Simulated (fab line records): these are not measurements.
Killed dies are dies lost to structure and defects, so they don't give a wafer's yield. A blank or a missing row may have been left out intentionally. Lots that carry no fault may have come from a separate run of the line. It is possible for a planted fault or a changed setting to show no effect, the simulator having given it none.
fab line records	flow ritCmos
[record] lots = 7	wafers = 21	lastDay = 7
route steps=202 shown ACTIVE@10 FOX1@20 FOX2@23 NWELL@28 PWELL@39 WELLDRIVE@50 M1@202
lots that met no fault: taken from a fault-free run of the same line
startH: hours from the record's opening day to when the first of the lot's shown wafers began	waitH: hours since the lot's step before	" as in the row above	L1.1+2: a single row standing in for several wafers	- no value, or no start given	* or withheld: withheld	< > ~ a bound
route shown NAME@n: a module of which the file shows steps, and the number in the route of the first	usual: mean/standard deviation of fault-free wafers	same: alike in all rows	chamber/n: place in a boat	sites: each site's reading	_std_site: how widely they spread, as a standard deviation	_edge_site: inner sites' mean taken away from outer sites' mean	radiusMm: for every site, how far away it sits from the centre of the wafer	mask NAME#n: copy n	behind: the last tool/chamber to shape the wafer	hold: what put the lot on hold/how long, in hours/how the hold closed	device: the transistor (n, p or np) that didn't switch	end of line: at the end of the route, the tests of the same wafers	where a step has no rows: the recipe by itself	killed: count of dies lost to structure and defects at first sort (not the wafer's yield)	map: dies across one wafer; x = killed, . = not, _ = none there
set.NAME: the run value of the setting; set.NAME@STEP: its run value at that earlier step	model.NAME: the simulator's own value behind a step, which no gauge read
lots at selected steps of the route; one table per step, one row per wafer
services: the hour from which a tool's chamber was out of use, counted from the record's first day as startH (under 0 if before that day), plus the number of hours and why
[[steps]]
[step RIT_ACTIVE_PEB_09]
[recipe] resist = NOVOLAK	tempC = withheld	timeS = withheld
[step RIT_ACTIVE_DEVELOP_10]
[recipe] resist = NOVOLAK	developTimeS = 50	devTempC = 23
[step RIT_ACTIVE_CD_MEAS_11]
[recipe] targetCdNm = 1400
[usual] cdNm = 1400.6/2.3
lot.wafer	tool	chamber	startH	waitH	cdNm
L412.2	cdSem-02	-	15.24	-	1400.9
L412.5	"	-	"	"	1399.2
L412.6	"	-	"	"	1398.9
L417.1	cdSem-01	-	40.56	-	1403.6
L417.4	"	-	"	"	1404.4
L417.6	"	-	"	"	1405.4
L418.2	cdSem-01	-	45.49	-	1404.2
L418.4	"	-	"	"	1402.5
L418.6	"	-	"	"	1403.3
L425.1	cdSem-01	-	81.26	-	1397.2
L425.4	"	-	"	"	1397.7
L425.5	"	-	"	"	1397.6
L427.1	cdSem-01	-	91.29	-	1397.7
L427.2	"	-	"	"	1398.7
L427.5	"	-	"	"	1399.0
L431.2	cdSem-01	-	109.46	-	1402.0
L431.4	"	-	"	"	1399.7
L431.5	"	-	"	"	1400.2
L434.2	cdSem-02	-	124.49	-	1401.3
L434.3	"	-	"	"	1401.2
L434.5	"	-	"	"	1399.1
[step RIT_ACTIVE_HARDBAKE_12]
[recipe] resist = NOVOLAK	tempC = 140	timeS = 60
[step RIT_ACTIVE_ETCH_13]
[recipe] stopOn = SiO2	chemistry = SF6	target = Si3N4	timeS = 210	overEtchFrac = 0.4	SF6_flow_sccm = 200	pressureMtorr = 260	rfW = 125	targetDepthA = 2100
[usual] drypumpMotorCurrentA = 5.9/0.43	oesProductAu = 0.822/0.011	throttleValvePct = 7.50/0.11
[same] overEtchFrac = 0.4
lot.wafer	tool	chamber	startH	waitH	drypumpMotorCurrentA	oesProductAu	rfHoursCounterH	throttleValvePct
L412.2	rieDiel-03	1	15.52	0.1	5.5	0.838	16	7.44
L412.5	"	1	"	"	5.5	0.836	-	7.46
L412.6	"	0	"	"	6.2	0.810	-	7.65
L417.1	rieDiel-04	1	40.83	0.1	5.6	0.806	6	7.60
L417.4	"	2	"	"	5.6	0.828	49	7.45
L417.6	"	0	"	"	6.4	0.808	-	7.47
L418.2	rieDiel-04	0	46.04	0.1	6.4	0.828	6	7.47
L418.4	"	2	"	"	5.6	0.826	49	7.45
L418.6	"	1	"	"	5.6	0.804	-	7.59
L425.1	rieDiel-04	2	81.53	0.1	5.6	0.831	50	7.47
L425.4	"	1	"	"	5.6	0.814	7	7.58
L425.5	"	3	"	"	5.4	0.822	-	7.61
L427.1	rieDiel-01	1	91.56	0.1	6.2	0.842	20	7.28
L427.2	"	2	"	"	6.2	0.829	76	7.38
L427.5	"	1	"	"	6.2	0.829	-	7.30
L431.2	rieDiel-01	3	109.71	0.1	6.7	0.821	0	7.67
L431.4	"	2	"	"	6.2	0.827	77	7.38
L431.5	"	3	"	"	6.7	0.831	-	7.65
L434.2	rieDiel-04	2	124.74	0.1	5.6	0.821	51	7.46
L434.3	"	3	"	"	5.4	0.832	18	7.62
L434.5	"	0	"	"	6.4	0.814	-	7.47
[step RIT_ACTIVE_STRIP_14]
[recipe] chemistry = O2	timeS = 180	resist = NOVOLAK	platenTempC = withheld	powerW = 500	pressureMtorr = 4000	o2FlowSccm = 4000
[usual] drypumpMotorCurrentA = 5.43/0.2
lot.wafer	tool	chamber	startH	waitH	drypumpMotorCurrentA	rfHoursCounterH
L412.2	plasmaAsher-01	1	15.65	0.1	5.12	33
L412.5	"	1	"	"	5.12	-
L412.6	"	0	"	"	5.50	-
L417.1	plasmaAsher-02	0	40.97	0.1	5.57	39
L417.4	"	0	"	"	5.59	-
L417.6	"	0	"	"	5.60	-
L418.2	plasmaAsher-01	0	46.18	0.1	5.53	36
L418.4	"	1	"	"	5.18	-
L418.6	"	0	"	"	5.53	-
L425.1	plasmaAsher-02	0	81.66	0.1	5.55	44
L425.4	"	1	"	"	5.50	-
L425.5	"	1	"	"	5.49	-
L427.1	plasmaAsher-02	0	91.69	0.1	5.56	45
L427.2	"	1	"	"	5.50	45
L427.5	"	1	"	"	5.50	-
L431.2	plasmaAsher-04	1	109.84	0.1	5.14	31
L431.4	"	0	"	"	5.66	-
L431.5	"	0	"	"	5.61	-
L434.2	plasmaAsher-04	1	124.87	0.1	5.14	33
L434.3	"	1	"	"	5.14	-
L434.5	"	0	"	"	5.68	-
[step RIT_ACTIVE_CD_MEAS_90]
[recipe] targetCdNm = 1400
[usual] cdNm = 1400.6/2.4
lot.wafer	tool	chamber	startH	waitH	cdNm
L412.2	cdSem-01	-	15.84	0.1	1400.5
L412.5	"	-	"	"	1399.5
L412.6	"	-	"	"	1398.5
L417.1	cdSem-02	-	41.14	0.1	1403.7
L417.4	"	-	"	"	1404.3
L417.6	"	-	"	"	1405.5
L418.2	cdSem-01	-	46.37	0.1	1404.8
L418.4	"	-	"	"	1402.4
L418.6	"	-	"	"	1403.3
L425.1	cdSem-02	-	81.84	0.1	1397.2
L425.4	"	-	"	"	1397.4
L425.5	"	-	"	"	1397.1
L427.1	cdSem-01	-	91.87	0.1	1397.9
L427.2	"	-	"	"	1399.2
L427.5	"	-	"	"	1399.2
L431.2	cdSem-01	-	110.04	0.1	1402.1
L431.4	"	-	"	"	1399.8
L431.5	"	-	"	"	1400.0
L434.2	cdSem-02	-	125.07	0.1	1401.0
L434.3	"	-	"	"	1401.2
L434.5	"	-	"	"	1399.1
[step RIT_ACTIVE_CLEAN_15]
[recipe] chemistry = SC1	mix = 3:3:50	timeS = 600	tempC = 75
[step RIT_ACTIVE_CLEAN_16]
[recipe] chemistry = dHF	dilution = 50:1	timeS = 30
[step RIT_ACTIVE_CLEAN_17]
[recipe] chemistry = SC2	mix = 3:3:50	timeS = 600	tempC = 75	dry = n2Spin
[step RIT_FOX1_OXIDATION_00]
[recipe] tempC = 1100	ambient = H2O	targetThkA = 3507	pH2oTorr = 720	oxTimeS = 1130
[step RIT_FOX1_THK_MEAS_01]
[recipe] reads = SiO2_of_FOX1_OXIDATION_00
[usual] FOX1_OXIDE_THK = 349/7.2
lot.wafer	tool	chamber	startH	waitH	FOX1_OXIDE_THK[nm]
L412.2	filmMetro-01	-	20.64	0.0	355
L412.5	"	-	"	"	348
L412.6	"	-	"	"	351
L417.1	filmMetro-04	-	44.39	0.0	347
L417.4	"	-	"	"	345
L417.6	"	-	"	"	346
L418.2	filmMetro-04	-	48.16	0.0	345
L418.4	"	-	"	"	342
L418.6	"	-	"	"	343
L425.1	filmMetro-01	-	84.44	0.0	355
L425.4	"	-	"	"	348
L425.5	"	-	"	"	350
L427.1	filmMetro-02	-	93.68	0.0	357
L427.2	"	-	"	"	359
L427.5	"	-	"	"	354
L431.2	filmMetro-02	-	112.39	0.0	358
L431.4	"	-	"	"	361
L431.5	"	-	"	"	348
L434.2	filmMetro-01	-	129.04	0.0	343
L434.3	"	-	"	"	339
L434.5	"	-	"	"	342
[step RIT_FOX1_WET_ETCH_02]
[recipe] chemistry = BOE	targetDepthNm = 350	timeS = 390	tempC = 21.5	dry = n2Spin	dilution = 10:1	target = SiO2
[usual] bathHeatDutyPct = 1.6/0.39
lot.wafer	tool	chamber	startH	waitH	bathHeatDutyPct
L412.2	wetBench-01	0	20.69	0.0	1.3
L412.5	"	0	"	"	1.7
L412.6	"	0	"	"	1.4
L417.1	wetBench-02	0	44.45	0.1	2.1
L417.4	"	0	"	"	1.2
L417.6	"	0	"	"	1.1
L418.2	wetBench-03	3	48.21	0.0	1.7
L418.4	"	3	"	"	1.4
L418.6	"	3	"	"	1.5
L425.1	wetBench-03	3	84.50	0.1	1.4
L425.4	"	3	"	"	1.2
L425.5	"	3	"	"	2.2
L427.1	wetBench-03	1	93.74	0.1	1.9
L427.2	"	1	"	"	1.2
L427.5	"	1	"	"	1.6
L431.2	wetBench-03	3	112.44	0.0	1.2
L431.4	"	3	"	"	1.8
L431.5	"	3	"	"	2.5
L434.2	wetBench-01	0	129.09	0.0	1.1
L434.3	"	0	"	"	0.6
L434.5	"	0	"	"	1.5
[step RIT_FOX2_OXIDATION_00]
[recipe] tempC = 1100	ambient = H2O	targetThkA = 3507	pH2oTorr = 720	oxTimeS = 1130
[step RIT_FOX2_THK_MEAS_01]
[recipe] reads = SiO2_of_FOX2_OXIDATION_00
[usual] FOX2_OXIDE_THK = 348/6.5
lot.wafer	tool	chamber	startH	waitH	FOX2_OXIDE_THK[nm]
L412.2	filmMetro-01	-	28.48	0.0	348
L412.5	"	-	"	"	353
L412.6	"	-	"	"	352
L417.1	filmMetro-01	-	45.89	0.0	340
L417.4	"	-	"	"	349
L417.6	"	-	"	"	354
L418.2	filmMetro-01	-	49.97	0.0	343
L418.4	"	-	"	"	339
L418.6	"	-	"	"	340
L425.1	filmMetro-01	-	86.97	0.0	342
L425.4	"	-	"	"	342
L425.5	"	-	"	"	343
L427.1	filmMetro-01	-	96.69	0.0	354
L427.2	"	-	"	"	348
L427.5	"	-	"	"	351
L431.2	filmMetro-02	-	116.15	0.0	339
L431.4	"	-	"	"	336
L431.5	"	-	"	"	341
L434.2	filmMetro-03	-	130.54	0.0	349
L434.3	"	-	"	"	346
L434.5	"	-	"	"	345
[step RIT_FOX2_CLEAN_02]
[recipe] chemistry = dHF	dilution = 50:1	timeS = 180
[step RIT_FOX2_WET_ETCH_03]
[recipe] chemistry = H3PO4	target = Si3N4	targetDepthNm = 195	tempC = 165	timeS = 2700
[step RIT_FOX2_THK_MEAS_90]
[recipe] reads = SiO2_of_FOX2_OXIDATION_00
[usual] FIELD_OXIDE_LEFT_1_THK = 320/6.5
lot.wafer	tool	chamber	startH	waitH	FIELD_OXIDE_LEFT_1_THK[nm]
L412.2	filmMetro-03	-	29.36	0.0	321
L412.5	"	-	"	"	325
L412.6	"	-	"	"	325
L417.1	filmMetro-02	-	46.76	0.0	312
L417.4	"	-	"	"	321
L417.6	"	-	"	"	326
L418.2	filmMetro-01	-	50.85	0.0	316
L418.4	"	-	"	"	312
L418.6	"	-	"	"	312
L425.1	filmMetro-02	-	87.85	0.0	315
L425.4	"	-	"	"	314
L425.5	"	-	"	"	316
L427.1	filmMetro-01	-	97.57	0.0	327
L427.2	"	-	"	"	321
L427.5	"	-	"	"	323
L431.2	filmMetro-02	-	117.17	0.0	311
L431.4	"	-	"	"	309
L431.5	"	-	"	"	314
L434.2	filmMetro-02	-	132.17	0.0	321
L434.3	"	-	"	"	319
L434.5	"	-	"	"	318
[step RIT_NWELL_HMDS_00]
[recipe] primeTimeS = 60	primeTempC = 140
[step RIT_NWELL_COAT_01]
[recipe] resist = NOVOLAK	spinRpm = 2000	resistThkNm = 1300
[step RIT_NWELL_SOFTBAKE_02]
[recipe] resist = NOVOLAK	tempC = 90	timeS = 60
[step RIT_NWELL_EXPOSE_03]
[recipe] maskId = M2	na = 0.57	targetCdNm = 43900	doseMj = 250
[step RIT_NWELL_PEB_04]
[recipe] resist = NOVOLAK	tempC = withheld	timeS = withheld
[step RIT_NWELL_DEVELOP_05]
[recipe] resist = NOVOLAK	developTimeS = 68	devTempC = 23
[step RIT_NWELL_OVL_MEAS_06]
[usual] NWELL_OVL = -0.3/1.3
lot.wafer	tool	chamber	startH	waitH	NWELL_OVL[nm]
L412.2	overlay-02	-	30.42	-	-0.9
L412.5	"	-	"	"	-0.6
L412.6	"	-	"	"	-0.9
L417.1	overlay-01	-	47.83	-	-0.3
L417.4	"	-	"	"	-0.4
L417.6	"	-	"	"	0.8
L418.2	overlay-01	-	51.79	-	-1.2
L418.4	"	-	"	"	0.9
L418.6	"	-	"	"	0.5
L425.1	overlay-01	-	88.79	-	-0.1
L425.4	"	-	"	"	0.4
L425.5	"	-	"	"	1.9
L427.1	overlay-01	-	98.64	-	-0.2
L427.2	"	-	"	"	-1.0
L427.5	"	-	"	"	-0.3
L431.2	overlay-02	-	118.10	-	0.9
L431.4	"	-	"	"	1.0
L431.5	"	-	"	"	1.5
L434.2	overlay-02	-	133.19	-	-0.7
L434.3	"	-	"	"	1.3
L434.5	"	-	"	"	-0.3
[step RIT_NWELL_HARDBAKE_07]
[recipe] resist = NOVOLAK	tempC = 140	timeS = 120
[step RIT_NWELL_IMPLANT_08]
[recipe] species = P	energyKev = 170	doseCm2 = 5e+13	tiltDeg = 7
[step RIT_NWELL_STRIP_09]
[recipe] chemistry = O2	timeS = 180	resist = NOVOLAK	platenTempC = withheld	powerW = 500	pressureMtorr = 4000	o2FlowSccm = 4000
[usual] drypumpMotorCurrentA = 5.6/0.35
lot.wafer	tool	chamber	startH	waitH	drypumpMotorCurrentA	rfHoursCounterH
L412.2	plasmaAsher-01	1	30.85	0.1	5.1	34
L412.5	"	0	"	"	5.5	-
L412.6	"	1	"	"	5.1	-
L417.1	plasmaAsher-01	1	48.27	0.1	5.2	36
L417.4	"	0	"	"	5.5	-
L417.6	"	0	"	"	5.5	-
L418.2	plasmaAsher-02	1	52.22	0.1	5.5	41
L418.4	"	0	"	"	5.6	-
L418.6	"	1	"	"	5.5	-
L425.1	plasmaAsher-02	0	89.22	0.1	5.6	45
L425.4	"	1	"	"	5.5	-
L425.5	"	0	"	"	5.6	-
L427.1	plasmaAsher-02	1	99.07	0.1	5.5	46
L427.2	"	0	"	"	5.5	46
L427.5	"	0	"	"	5.6	-
L431.2	plasmaAsher-01	0	118.53	0.1	5.5	44
L431.4	"	0	"	"	5.5	-
L431.5	"	1	"	"	5.1	-
L434.2	plasmaAsher-02	0	133.62	0.1	5.6	50
L434.3	"	0	"	"	5.6	-
L434.5	"	0	"	"	5.6	-
[step RIT_NWELL_TW_MEAS_10]
[usual] NWELL_TW = 2138/22
lot.wafer	tool	chamber	startH	waitH	NWELL_TW
L412.2	filmMetro-02	-	31.03	0.1	2150
L412.5	"	-	"	"	2164
L412.6	"	-	"	"	2161
L417.1	filmMetro-03	-	48.45	0.1	2130
L417.4	"	-	"	"	2132
L417.6	"	-	"	"	2132
L418.2	filmMetro-04	-	52.73	0.5	2123
L418.4	"	-	"	"	2106
L418.6	"	-	"	"	2108
L425.1	filmMetro-02	-	89.40	0.1	2167
L425.4	"	-	"	"	2154
L425.5	"	-	"	"	2161
L427.1	filmMetro-03	-	99.25	0.1	2148
L427.2	"	-	"	"	2140
L427.5	"	-	"	"	2145
L431.2	filmMetro-03	-	118.72	0.1	2152
L431.4	"	-	"	"	2150
L431.5	"	-	"	"	2139
L434.2	filmMetro-02	-	133.81	0.1	2160
L434.3	"	-	"	"	2156
L434.5	"	-	"	"	2141
[step RIT_PWELL_HMDS_00]
[recipe] primeTimeS = 60	primeTempC = 140
[step RIT_PWELL_COAT_01]
[recipe] resist = NOVOLAK	spinRpm = 2000	resistThkNm = 1300
[step RIT_PWELL_SOFTBAKE_02]
[recipe] resist = NOVOLAK	tempC = 90	timeS = 60
[step RIT_PWELL_EXPOSE_03]
[recipe] maskId = M3	na = 0.57	targetCdNm = 43700	doseMj = 250
[step RIT_PWELL_PEB_04]
[recipe] resist = NOVOLAK	tempC = withheld	timeS = withheld
[step RIT_PWELL_DEVELOP_05]
[recipe] resist = NOVOLAK	developTimeS = 68	devTempC = 23
[step RIT_PWELL_OVL_MEAS_06]
[usual] PWELL_OVL = -0.4/1.4
lot.wafer	tool	chamber	startH	waitH	PWELL_OVL[nm]
L412.2	overlay-01	-	32.09	-	-2.3
L412.5	"	-	"	"	-2.2
L412.6	"	-	"	"	-2.2
L417.1	overlay-01	-	49.51	-	1.8
L417.4	"	-	"	"	0.5
L417.6	"	-	"	"	1.2
L418.2	overlay-01	-	53.67	-	1.8
L418.4	"	-	"	"	1.2
L418.6	"	-	"	"	1.9
L425.1	overlay-02	-	90.54	-	-1.0
L425.4	"	-	"	"	-1.2
L425.5	"	-	"	"	0.1
L427.1	overlay-02	-	100.19	-	-0.4
L427.2	"	-	"	"	-0.6
L427.5	"	-	"	"	1.5
L431.2	overlay-02	-	119.78	-	0.7
L431.4	"	-	"	"	0.4
L431.5	"	-	"	"	-0.8
L434.2	overlay-02	-	134.94	-	0.2
L434.3	"	-	"	"	-0.3
L434.5	"	-	"	"	-1.5
[step RIT_PWELL_HARDBAKE_07]
[recipe] resist = NOVOLAK	tempC = 140	timeS = 120
[step RIT_PWELL_IMPLANT_08]
[recipe] species = B	energyKev = 170	doseCm2 = 7e+13	tiltDeg = 7
[step RIT_PWELL_STRIP_09]
[recipe] chemistry = O2	timeS = 180	resist = NOVOLAK	platenTempC = withheld	powerW = 500	pressureMtorr = 4000	o2FlowSccm = 4000
[usual] drypumpMotorCurrentA = 5.7/0.55
lot.wafer	tool	chamber	startH	waitH	drypumpMotorCurrentA	rfHoursCounterH
L412.2	plasmaAsher-04	0	32.52	0.1	5.7	23
L412.5	"	0	"	"	5.6	-
L412.6	"	1	"	"	5.2	-
L417.1	plasmaAsher-03	1	49.95	0.1	6.7	42
L417.4	"	0	"	"	5.9	-
L417.6	"	1	"	"	6.7	-
L418.2	plasmaAsher-04	1	54.10	0.1	5.2	25
L418.4	"	0	"	"	5.7	-
L418.6	"	1	"	"	5.2	-
L425.1	plasmaAsher-01	1	90.98	0.1	5.2	41
L425.4	"	1	"	"	5.2	-
L425.5	"	1	"	"	5.2	-
L427.1	plasmaAsher-01	1	100.62	0.1	5.2	42
L427.2	"	0	"	"	5.5	42
L427.5	"	0	"	"	5.5	-
L431.2	plasmaAsher-04	0	120.21	0.1	5.7	32
L431.4	"	0	"	"	5.7	-
L431.5	"	0	"	"	5.6	-
L434.2	plasmaAsher-04	1	135.37	0.1	5.1	34
L434.3	"	1	"	"	5.2	-
L434.5	"	1	"	"	5.2	-
[step RIT_PWELL_TW_MEAS_10]
[usual] PWELL_TW = 949/9.7
lot.wafer	tool	chamber	startH	waitH	PWELL_TW
L412.2	filmMetro-03	-	32.71	0.1	951
L412.5	"	-	"	"	947
L412.6	"	-	"	"	958
L417.1	filmMetro-04	-	50.12	0.1	935
L417.4	"	-	"	"	942
L417.6	"	-	"	"	944
L418.2	filmMetro-03	-	54.28	0.1	938
L418.4	"	-	"	"	945
L418.6	"	-	"	"	946
L425.1	filmMetro-04	-	91.15	0.1	934
L425.4	"	-	"	"	935
L425.5	"	-	"	"	934
L427.1	filmMetro-02	-	100.80	0.1	959
L427.2	"	-	"	"	953
L427.5	"	-	"	"	957
L431.2	filmMetro-02	-	120.39	0.1	956
L431.4	"	-	"	"	961
L431.5	"	-	"	"	958
L434.2	filmMetro-03	-	135.55	0.1	947
L434.3	"	-	"	"	949
L434.5	"	-	"	"	949
[step RIT_WELLDRIVE_ANNEAL_00]
[recipe] tempC = 1100	timeS = 14700	ambient = N2
[step RIT_WELLDRIVE_RS_MEAS_01]
[recipe] thkMeasGauge = four-point-probe
[usual] NWELL_RS = 275.6/0.67
lot.wafer	tool	chamber	startH	waitH	NWELL_RS[ohm/sq]
L412.2	filmMetro-02	-	39.25	0.0	277.3
L412.5	"	-	"	"	277.4
L412.6	"	-	"	"	275.8
L417.1	filmMetro-03	-	57.34	0.0	276.1
L417.4	"	-	"	"	274.9
L417.6	"	-	"	"	274.9
L418.2	filmMetro-02	-	60.73	0.0	275.7
L418.4	"	-	"	"	275.6
L418.6	"	-	"	"	275.0
L425.1	filmMetro-02	-	96.29	0.0	275.7
L425.4	"	-	"	"	276.5
L425.5	"	-	"	"	276.0
L427.1	filmMetro-03	-	106.86	0.0	275.2
L427.2	"	-	"	"	275.2
L427.5	"	-	"	"	275.5
L431.2	filmMetro-03	-	126.19	0.0	275.1
L431.4	"	-	"	"	275.5
L431.5	"	-	"	"	276.1
L434.2	filmMetro-02	-	141.73	0.0	275.5
L434.3	"	-	"	"	276.4
L434.5	"	-	"	"	275.8
[step RIT_M1_PROBE_99]
[usual] killed_at_M0_to_M3 = 0.0/0.083	killedAtContacts = 0.0/0.18	killedAtFrontEnd = 7/3	killedDies = 7/3	killedOnRim = 2/1.4	killedOpen = 3.6/1.9	killedShort = 3.2/1.8
[same] grossDies = 264	killed_at_M4_up = 0	killedAtBackSide = 0	killedAtOther = 0
lot.wafer	tool	chamber	startH	waitH	killed_at_M0_to_M3	killedAtContacts	killedAtFrontEnd	killedDies	killedOnRim	killedOpen	killedShort
L412.2	prober-02	-	70.22	0.1	0	0	8	8	1	5	3
L412.5	prober-02	-	70.37	0.2	0	0	8	8	2	4	4
L412.6	prober-02	-	70.42	0.2	0	0	8	8	3	4	4
L417.1	prober-01	-	90.75	0.1	0	0	4	4	1	3	1
L417.4	prober-01	-	90.90	0.2	0	0	6	6	1	5	1
L417.6	prober-01	-	91.00	0.2	0	0	6	6	2	3	3
L425.1	prober-01	-	127.58	0.1	0	0	27	27	11	7	4
L425.4	prober-01	-	127.73	0.2	0	0	21	21	10	3	3
L425.5	prober-01	-	127.78	0.2	0	0	25	25	11	7	3
L427.1	prober-01	-	139.27	0.1	0	1	41	42	2	4	1
L427.2	prober-01	-	139.32	0.1	0	0	49	49	3	5	3
L427.5	prober-01	-	139.47	0.2	0	0	43	43	3	3	5
L431.2	prober-01	-	157.60	0.1	0	0	23	23	13	4	5
L431.4	prober-01	-	157.70	0.2	0	0	16	16	10	1	0
L431.5	prober-01	-	157.75	0.2	0	0	20	20	9	2	2
// killed by level:class
L412.2 GATE:geometricParticle:open=3 SPACER:geometricParticle:short=2 FOX1:geometricParticle:open=1 FOX2:geometricParticle:open=1 FOX2:geometricParticle:short=1
L412.5 GATE:geometricParticle:short=4 SILICIDE:geometricParticle:open=2 GATE:geometricParticle:open=1 SPACER:geometricParticle:open=1
L412.6 GATE:geometricParticle:open=4 GATE:geometricParticle:short=2 SILICIDE:geometricParticle:short=2
L417.1 GATE:geometricParticle:open=3 FOX2:geometricParticle:short=1
L417.4 GATE:geometricParticle:open=2 FOX1:geometricParticle:open=1 FOX2:geometricParticle:open=1 GATE:geometricParticle:short=1 SILICIDE:geometricParticle:open=1
L417.6 FOX1:geometricParticle:short=3 GATE:geometricParticle:open=2 FOX1:geometricParticle:open=1
L425.1 FOX1:unspecified=16 GATE:geometricParticle:open=5 REOX:geometricParticle:open=2 REOX:geometricParticle:short=2 GATE:geometricParticle:short=1 SPACER:geometricParticle:short=1
L425.4 FOX1:unspecified=15 GATE:geometricParticle:short=2 FOX1:geometricParticle:short=1 GATE:geometricParticle:open=1 REOX:geometricParticle:open=1 SPACER:geometricParticle:open=1
L425.5 FOX1:unspecified=15 GATE:geometricParticle:open=3 REOX:geometricParticle:open=3 REOX:geometricParticle:short=2 FOX1:geometricParticle:short=1 SILICIDE:geometricParticle:open=1
L427.1 FOX1:unspecified=37 FOX1:geometricParticle:open=1 SPACER:geometricParticle:short=1 SPACER:geometricParticle:open=1 SILICIDE:geometricParticle:open=1 CONTACT:geometricParticle:open=1
L427.2 FOX1:unspecified=41 FOX1:geometricParticle:open=2 GATE:geometricParticle:short=2 SILICIDE:geometricParticle:open=2 SPACER:geometricParticle:short=1 SPACER:geometricParticle:open=1
L427.5 FOX1:unspecified=35 GATE:geometricParticle:open=3 GATE:geometricParticle:short=3 FOX2:geometricParticle:short=1 SPACER:geometricParticle:short=1
L431.2 FOX1:unspecified=14 GATE:geometricParticle:short=4 SPACER:geometricParticle:open=2 FOX1:geometricParticle:open=1 FOX2:geometricParticle:short=1 GATE:geometricParticle:open=1
L431.4 FOX1:unspecified=15 SPACER:geometricParticle:open=1
L431.5 FOX1:unspecified=16 REOX:geometricParticle:short=1 SPACER:geometricParticle:short=1 SPACER:geometricParticle:open=1 SILICIDE:geometricParticle:open=1
// map L425.1 (x killed, . not)
________......._______
_____.............____
____...............___
___.................__
__.................x._
__.................x._
_...............x.....
_.....................
_.....x........x......
_x..x...x.............
__..................._
__......x............_
___.....x...........__
____x.xxxxx........___
_____xxxxxxx......____
________xxxx..._______
// map L427.2 (x killed, . not)
________......._______
_____.............____
____x.x....x.......___
___..........x......__
__.....x..xxxx......._
__......xxxxxxx......_
_........xxxxxxx......
_.......xxxxxxxxx.....
_.......xxxxxxxx......
_.......x.xxx.x.......
__..................._
__..................._
___.................__
____...x.......x...___
_____...x.........____
________.....x._______
[[services]]
tool	chamber	startH	hours	kind
rieDiel-01	-	-8.15	2.8	pm
wetBench-02	-	-1.93	1.6	repair
rieDiel-01	-	24.98	0.3	repair
rieDiel-04	0	53.80	4.5	repair
wetBench-02	-	57.88	0.9	repair
wetBench-02	-	61.90	1.9	pm
plasmaAsher-04	-	73.26	1.3	repair
rieDiel-01	3	78.66	-	clean
rieDiel-01	3	78.66	17.7	scheduledDown
rieDiel-01	3	78.66	17.7	ventCycle
rieDiel-01	1	105.76	1.6	repair
rieDiel-03	2	107.46	4.1	repair
plasmaAsher-03	-	108.75	9.0	pm
plasmaAsher-03	0	108.75	9.0	ventCycle
plasmaAsher-03	1	108.75	9.0	ventCycle
rieDiel-01	0	116.49	5.1	repair
plasmaAsher-03	0	117.75	-	clean
plasmaAsher-03	1	117.75	-	clean
rieDiel-01	0	121.58	-	clean
rieDiel-01	0	121.58	17.5	scheduledDown
rieDiel-01	0	121.58	17.5	ventCycle
plasmaAsher-04	-	131.30	3.8	repair
[[key]]
[firstSign] step = RIT_M1_PROBE_99	reading = killedDies	direction = up	sigmas = 7.5	usual = 7	struck = 30
[effect] step = RIT_M1_PROBE_99	reading = killedAtFrontEnd	direction = up	sigmas = 7.5	usual = 7	struck = 29
metAt RIT_FOX1_WET_ETCH_02
struckWafers L425.1,L425.4,L425.5,L427.1,L427.2,L427.5,L431.2,L431.4,L431.5
testerLeftOut L425,L427,L431
onsetBetween 48.21 84.50
[fault] kind = chamberParticleSource	tool = wetBench-03	chamber = -	onsetH = 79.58	steps = RIT_FOX1_WET_ETCH_02	ratePerVisitCm2 = 2.0719	endH = 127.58
// testerLeftOut: of these lots the tester's yield and bins aren't shown, on N5 and GAA mostly nor the transistor test; their killed dies are dies lost to structure and defects alone, not to doping, threshold or leakage, so they don't give the yield
